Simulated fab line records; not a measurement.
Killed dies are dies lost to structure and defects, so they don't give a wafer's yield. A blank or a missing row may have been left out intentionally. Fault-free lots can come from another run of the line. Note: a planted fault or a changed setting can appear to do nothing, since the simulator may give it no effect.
fab line records	flow berkeley_cmos170
record: lots: 15	wafers: 45	last_day: 12
route steps=331 shown START@1 PWELL@38 FIELD@91 NLDD@164
lots that met no fault: taken from a fault-free run of the same line
start_h: hours from the record's opening day to when the first of the lot's shown wafers began	wait_h: how many hours have passed since the lot's step before this one	" the same as in the row above	L1.1+2: several wafers, shown together as one row	- no value, or no start was given	* or withheld: withheld	< > ~ a bound
route shown NAME@n: NAME is a module with steps in the file, n the number in the route of the first one	usual: average and standard deviation across the fault-free wafers	same: alike in all rows	chamber/n: place in a boat	sites: the reading at each site	_std_site: standard deviation across them	_edge_site: inner sites' mean taken away from outer sites' mean	radius_mm: for every site, how far away it sits from the centre of the wafer	mask NAME#n: copy n	behind: the most recent tool/chamber to have shaped the wafer	hold: the reason the lot was held/the length of the hold in hours/how it ended	device: the n, p or np transistor that did not switch	end of line: tests of these same wafers at the route's end	for a step that has no rows: nothing shown but its recipe	killed: count of dies lost to structure and defects at first sort (not the wafer's yield)	map: dies across one wafer; x = killed, . = not, _ = none there
set.NAME: the run value of the setting; set.NAME@STEP: its run value at that earlier step	model.NAME: the simulator's own value behind a step, which no gauge read
a sample of lots followed through the steps of the route, with each step as a table and each wafer as a row
services: from which hour (start_h, from the record's first day; less than 0 if before it) a tool's chamber was out of use, for how many hours, and why
== steps ==
step: UCB170_START_BOW_MEAS_00
recipe: mode: bow
usual: INCOMING_BOW: 0/6.8
lot.wafer	tool	chamber	start_h	wait_h	INCOMING_BOW[um]
L251.1	film_metro-01	-	20.00	-	5
L251.4	"	-	"	"	-3
L251.5	"	-	"	"	7
L252.1	film_metro-03	-	25.00	-	-3
L252.4	"	-	"	"	-3
L252.5	"	-	"	"	-2
L253.3	film_metro-02	-	30.04	-	11
L253.4	"	-	"	"	-3
L253.6	"	-	"	"	-4
L254.1	film_metro-03	-	35.00	-	-9
L254.2	"	-	"	"	-4
L254.4	"	-	"	"	-15
L255.1	film_metro-01	-	40.00	-	-11
L255.3	"	-	"	"	-2
L255.4	"	-	"	"	17
L258.4	film_metro-02	-	55.06	-	2
L258.5	"	-	"	"	-4
L258.6	"	-	"	"	-7
L261.1	film_metro-02	-	70.00	-	3
L261.5	"	-	"	"	0
L261.6	"	-	"	"	-1
L263.2	film_metro-03	-	80.02	-	-12
L263.4	"	-	"	"	1
L263.5	"	-	"	"	-2
L264.1	film_metro-02	-	85.00	-	-10
L264.3	"	-	"	"	1
L264.4	"	-	"	"	-7
L265.1	film_metro-02	-	90.00	-	4
L265.5	"	-	"	"	6
L265.6	"	-	"	"	-10
L268.1	film_metro-02	-	105.00	-	-15
L268.4	"	-	"	"	-4
L268.6	"	-	"	"	-9
L269.1	film_metro-02	-	110.00	-	-7
L269.4	"	-	"	"	9
L269.6	"	-	"	"	2
L270.2	film_metro-02	-	115.02	-	1
L270.3	"	-	"	"	-1
L270.4	"	-	"	"	3
L271.4	film_metro-01	-	120.06	-	7
L271.5	"	-	"	"	-1
L271.6	"	-	"	"	8
L272.1	film_metro-01	-	125.00	-	-2
L272.2	"	-	"	"	5
L272.6	"	-	"	"	-13
step: UCB170_PWELL_ANNEAL_04
recipe: temp_c: 1000	time_s: 900	ambient: N2
usual: spike_tc_centre_C: 1003.1/0.98	spike_tc_load_C: 1025.8/1	spike_tc_source_C: 1022.3/2.6
lot.wafer	tool	chamber	start_h	wait_h	spike_tc_centre_C	spike_tc_load_C	spike_tc_source_C
L251.1	furnace-04	0	74.24	2.9	1002.7	1025.1	1022.9
L251.4	"	0	"	"	1003.2	1025.9	1022.9
L251.5	"	0	"	"	1002.3	1025.3	1021.2
L252.1	furnace-04	0	74.24	2.9	1003.2	1025.4	1024.1
L252.4	"	0	"	"	1003.7	1026.3	1023.9
L252.5	"	0	"	"	1003.9	1025.4	1023.1
L253.3	furnace-04	0	80.93	4.8	1003.1	1026.2	1023.9
L253.4	"	0	"	"	1005.2	1026.6	1022.1
L253.6	"	0	"	"	1002.9	1026.0	1023.4
L254.1	furnace-04	0	80.93	4.7	1005.0	1026.6	1022.5
L254.2	"	0	"	"	1003.6	1025.0	1022.6
L254.4	"	0	"	"	1003.7	1026.0	1022.0
L255.1	furnace-04	0	80.93	4.7	1003.9	1027.3	1024.3
L255.3	"	0	"	"	1002.8	1026.5	1022.0
L255.4	"	0	"	"	1004.1	1026.1	1021.4
L258.4	furnace-02	0	89.97	4.2	1003.4	1026.4	1020.1
L258.5	"	0	"	"	1002.7	1024.8	1022.6
L258.6	"	0	"	"	1001.8	1026.3	1020.2
L261.1	furnace-04	0	115.60	5.2	1004.9	1026.4	1022.6
L261.5	"	0	"	"	1003.2	1026.3	1022.8
L261.6	"	0	"	"	1001.7	1024.9	1024.1
L263.2	furnace-02	-	127.64	5.8	-	-	-
L263.4	"	-	"	"	-	-	-
L263.5	"	-	"	"	-	-	-
L264.1	furnace-02	-	127.64	5.8	-	-	-
L264.3	"	-	"	"	-	-	-
L264.4	"	-	"	"	-	-	-
L265.1	furnace-02	-	132.72	3.3	-	-	-
L265.5	"	-	"	"	-	-	-
L265.6	"	-	"	"	-	-	-
L268.1	furnace-02	0	151.64	4.6	1003.0	1026.5	1020.5
L268.4	"	0	"	"	1003.5	1024.6	1021.5
L268.6	"	0	"	"	1004.6	1026.3	1022.5
L269.1	furnace-02	0	151.64	0.5	1003.0	1027.2	1020.5
L269.4	"	0	"	"	1004.6	1025.4	1019.9
L269.6	"	0	"	"	1003.8	1026.5	1021.4
L270.2	furnace-02	0	151.64	0.5	1003.1	1025.8	1019.6
L270.3	"	0	"	"	1002.3	1025.9	1022.4
L270.4	"	0	"	"	1003.1	1025.5	1020.0
L271.4	furnace-02	0	161.34	3.0	1001.2	1023.8	1021.6
L271.5	"	0	"	"	1002.6	1025.2	1021.2
L271.6	"	0	"	"	1001.9	1026.9	1020.8
L272.1	furnace-02	0	161.34	3.1	1001.4	1026.5	1020.2
L272.2	"	0	"	"	1003.4	1025.1	1019.8
L272.6	"	0	"	"	1003.6	1024.7	1020.8
step: UCB170_FIELD_THK_MEAS_02
recipe: reads: SiO2_of_FIELD_OXIDATION_01
usual: FIELD_OXIDE_THK: 551/13
lot.wafer	tool	chamber	start_h	wait_h	FIELD_OXIDE_THK[nm]
L251.1	film_metro-04	-	126.07	0.0	553
L251.4	"	-	"	"	552
L251.5	"	-	"	"	554
L252.1	film_metro-02	-	126.07	0.0	530
L252.4	"	-	"	"	535
L252.5	"	-	"	"	532
L255.1	film_metro-01	-	126.07	0.0	549
L255.3	"	-	"	"	531
L255.4	"	-	"	"	545
L254.1	film_metro-04	-	126.13	0.1	555
L254.2	"	-	"	"	550
L254.4	"	-	"	"	547
L253.3	film_metro-02	-	126.15	0.1	565
L253.4	"	-	"	"	573
L253.6	"	-	"	"	563
L258.4	film_metro-01	-	140.07	0.0	537
L258.5	"	-	"	"	546
L258.6	"	-	"	"	551
L261.1	film_metro-01	-	161.19	0.0	536
L261.5	"	-	"	"	544
L261.6	"	-	"	"	537
L270.2	film_metro-02	-	202.86	0.0	550
L270.3	"	-	"	"	535
L270.4	"	-	"	"	550
L268.1	film_metro-02	-	204.64	0.0	580
L268.4	"	-	"	"	574
L268.6	"	-	"	"	582
L269.1	film_metro-01	-	204.64	0.0	564
L269.4	"	-	"	"	567
L269.6	"	-	"	"	562
L271.4	film_metro-01	-	212.13	0.0	540
L271.5	"	-	"	"	537
L271.6	"	-	"	"	545
L272.1	film_metro-02	-	212.16	0.1	534
L272.2	"	-	"	"	544
L272.6	"	-	"	"	556
step: UCB170_NLDD_CD_MEAS_06
recipe: target_cd_nm: 1200
usual: cd_nm: 1199.7/1.6
lot.wafer	tool	chamber	start_h	wait_h	cd_nm
L253.3	cd_sem-02	-	175.74	-	1202.2
L253.4	"	-	"	"	1201.2
L253.6	"	-	"	"	1201.1
L251.1	cd_sem-02	-	176.45	-	1200.8
L251.4	"	-	"	"	1201.7
L251.5	"	-	"	"	1200.4
L254.1	cd_sem-02	-	176.69	-	1198.7
L254.2	"	-	"	"	1198.9
L254.4	"	-	"	"	1199.7
L252.1	cd_sem-02	-	176.93	-	1202.1
L252.4	"	-	"	"	1200.7
L252.5	"	-	"	"	1201.3
L255.1	cd_sem-02	-	177.07	-	1200.5
L255.3	"	-	"	"	1200.7
L255.4	"	-	"	"	1201.5
L258.4	cd_sem-02	-	194.85	-	1197.9
L258.5	"	-	"	"	1197.6
L258.6	"	-	"	"	1196.7
L261.1	cd_sem-02	-	209.64	-	1199.0
L261.5	"	-	"	"	1200.6
L261.6	"	-	"	"	1198.9
L268.1	cd_sem-01	-	253.73	-	1198.3
L268.4	"	-	"	"	1197.8
L268.6	"	-	"	"	1198.8
L270.2	cd_sem-02	-	254.02	-	1198.4
L270.3	"	-	"	"	1198.5
L270.4	"	-	"	"	1198.6
L269.1	cd_sem-01	-	254.33	-	1202.3
L269.4	"	-	"	"	1202.1
L269.6	"	-	"	"	1201.7
L271.4	cd_sem-02	-	262.44	-	1200.4
L271.5	"	-	"	"	1197.8
L271.6	"	-	"	"	1198.4
L272.1	cd_sem-02	-	262.62	-	1197.8
L272.2	"	-	"	"	1197.1
L272.6	"	-	"	"	1196.7
== services ==
tool	chamber	start_h	hours	kind
furnace-02	-	82.81	3.1	pm
furnace-04	-	103.13	3.4	pm
furnace-04	-	118.64	1.8	repair
== key ==
first_sign: step: UCB170_PWELL_ANNEAL_04	reading: tool_record	direction: missing
effect none on later readings
met_at UCB170_PWELL_ANNEAL_04
struck_lots L263,L264,L265
later_rows_left_out L263.2,L263.4,L263.5,L264.1,L264.3,L264.4,L265.1,L265.5,L265.6
sort_left_out L263.2,L263.4,L263.5,L264.1,L264.3,L264.4,L265.1,L265.5,L265.6
tester_left_out L263,L264,L265
not_acting_at UCB170_START_BOW_MEAS_00,UCB170_FIELD_THK_MEAS_02,UCB170_NLDD_CD_MEAS_06
onset_between 89.97 127.64
fault: kind: skipped_step_whole	tool: furnace-02	chamber: -	onset_h: 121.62	steps: UCB170_PWELL_ANNEAL_04	scope: struck_lots_only
tester_left_out: of these lots the tester's yield and bins aren't shown, on N5 and GAA mostly nor the transistor test; their killed dies are dies lost to structure and defects alone, not to doping, threshold or leakage, so they don't give the yield
sort_left_out: the simulated sort isn't trusted on such a fault, so these wafers' sort isn't shown, and their yield isn't known
later_rows_left_out: the simulator's readings of these wafers behind a module that went badly wrong aren't trusted and aren't shown, but for the sort
